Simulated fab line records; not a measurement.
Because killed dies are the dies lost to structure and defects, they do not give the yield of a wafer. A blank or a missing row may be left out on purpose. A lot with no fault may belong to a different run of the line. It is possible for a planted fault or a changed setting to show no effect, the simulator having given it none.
Split-lot trial ; flow berkeleyCmos170 ; 23 wafers read from 5 lots, route of 331 steps

THE SPLIT
At UCB170_START_OXIDATION_02 (target thk 20 nm, ox time 1800 s), the setting oxTimeS was moved away from the recipe's 1800 s on 20 of the 23 wafers read, by -12.1% to +8.8%. The other wafers ran this setting at the recipe's value.

Between the split and the reading, the file records no step.

THE READING
START_OXIDE_THK, in nm, at UCB170_START_THK_MEAS_03. Typical for fault-free wafers on this fab line: 20.3 nm, with standard deviation 0.39 nm.

wafer;tool, chamber at the split;oxTimeS as run, s;against the recipe;START_OXIDE_THK, nm;against lot-mates on the recipe
L078.1;furnace-01, 0;1800;recipe;20.5;-
L078.2;furnace-01, 0;1800;recipe;20.4;-
L078.4;furnace-01, 0;1800;recipe;20.6;-
L079.2;-, -;1958;+8.8%;21.2;no lot-mate on the recipe
L079.3;-, -;1958;+8.8%;21.7;no lot-mate on the recipe
L079.4;-, -;1958;+8.8%;21.4;no lot-mate on the recipe
L079.5;-, -;1958;+8.8%;21.4;no lot-mate on the recipe
L079.6;-, -;1958;+8.8%;21.4;no lot-mate on the recipe
L081.1;-, -;1583;-12.1%;18.4;no lot-mate on the recipe
L081.2;-, -;1583;-12.1%;18.7;no lot-mate on the recipe
L081.4;-, -;1583;-12.1%;18.5;no lot-mate on the recipe
L081.5;-, -;1583;-12.1%;18.6;no lot-mate on the recipe
L081.6;-, -;1583;-12.1%;18.3;no lot-mate on the recipe
L082.2;-, -;1871;+3.9%;21.1;no lot-mate on the recipe
L082.3;-, -;1871;+3.9%;21.0;no lot-mate on the recipe
L082.4;-, -;1871;+3.9%;21.2;no lot-mate on the recipe
L082.5;-, -;1871;+3.9%;21.1;no lot-mate on the recipe
L082.6;-, -;1871;+3.9%;21.1;no lot-mate on the recipe
L084.1;-, -;1945;+8.1%;21.3;no lot-mate on the recipe
L084.2;-, -;1945;+8.1%;21.3;no lot-mate on the recipe
L084.3;-, -;1945;+8.1%;21.7;no lot-mate on the recipe
L084.4;-, -;1945;+8.1%;21.6;no lot-mate on the recipe
L084.6;-, -;1945;+8.1%;21.6;no lot-mate on the recipe

THE FIT
A straight line over all 23 wafers: START_OXIDE_THK changes by +0.145 nm for each +1% of oxTimeS; r = +0.99; the points scatter about the line by 0.21 nm.
Too few moved wafers have a lot-mate on the recipe to fit a line with each lot's own level taken away.

THE WHOLE CHAIN: every reading that the file lists as answering this split, in the file's order
step;what it does;reading;change (the file's fit);r (the file's)
UCB170_START_OXIDATION_02;target thk 20 nm, ox time 1800 s;SiO2_of_START_OXIDATION_02.thkNm (the simulator's own value, which no gauge read);+0.147 nm for each +1% of the setting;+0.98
UCB170_START_THK_MEAS_03;;START_OXIDE_THK;+0.146 for each +1% of the setting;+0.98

THE FILE'S OWN FIT
START_OXIDE_THK changes by +0.146 nm for each +1% of oxTimeS, r = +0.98.
